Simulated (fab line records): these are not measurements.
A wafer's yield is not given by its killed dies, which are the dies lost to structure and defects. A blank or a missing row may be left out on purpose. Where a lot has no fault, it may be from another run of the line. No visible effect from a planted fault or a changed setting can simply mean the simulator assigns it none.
Chamber matching    flow berkeley cmos170    UCB170_V2_CMP_02 on cmp-01 has 4 sister chambers
The step polishes SiO2. 4 wafers are shown with their chamber, then 8 later ones without.

WAFERS PAIRED WITH THEIR CHAMBERS
wafer   chamber  motor current A (A)
L464.2  3        13.3
L469.2  0        15.8
L482.6  1        17.2
L481.1  2        15.7

WAFERS WITH NO CHAMBER GIVEN
wafer   motor current A (A)
L481.3  17.2
L481.4  14.7
L483.1  17.2
L483.5  16.7
L483.6  15.8
L485.2  15.9
L485.4  14.3
L485.6  16.2

CHAMBER TAKEN BY EACH
wafer    from the rows above            in truth
L481.3   1                              1
L481.4   can't be placed: 2 or 0 or 3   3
L483.1   1                              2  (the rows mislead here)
L483.5   can't be placed: 1 or 0 or 2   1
L483.6   can't be placed: 0 or 2        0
L485.2   can't be placed: 0 or 2        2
L485.4   can't be placed: 3 or 2 or 0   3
L485.6   can't be placed: 0 or 2 or 1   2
Correct placement for 1 of the 8. These rows do not allow placing 6 (true chamber among the candidates in 6). 1 placed wrongly.
How it was worked out, from the rows above alone: a wafer's distance from a chamber is the root of the sum, over the readings, of the square of ((its reading less the chamber's mean) divided by the reading's scatter). If the next closest chamber is less than 2 further off than the closest, the wafer can't be placed; otherwise it belongs to the closest. A chamber's mean is the mean of its shown wafers. The scatter: with one shown wafer a chamber, the root of the mean of the squares of how far each hidden wafer lies from its nearest shown one.
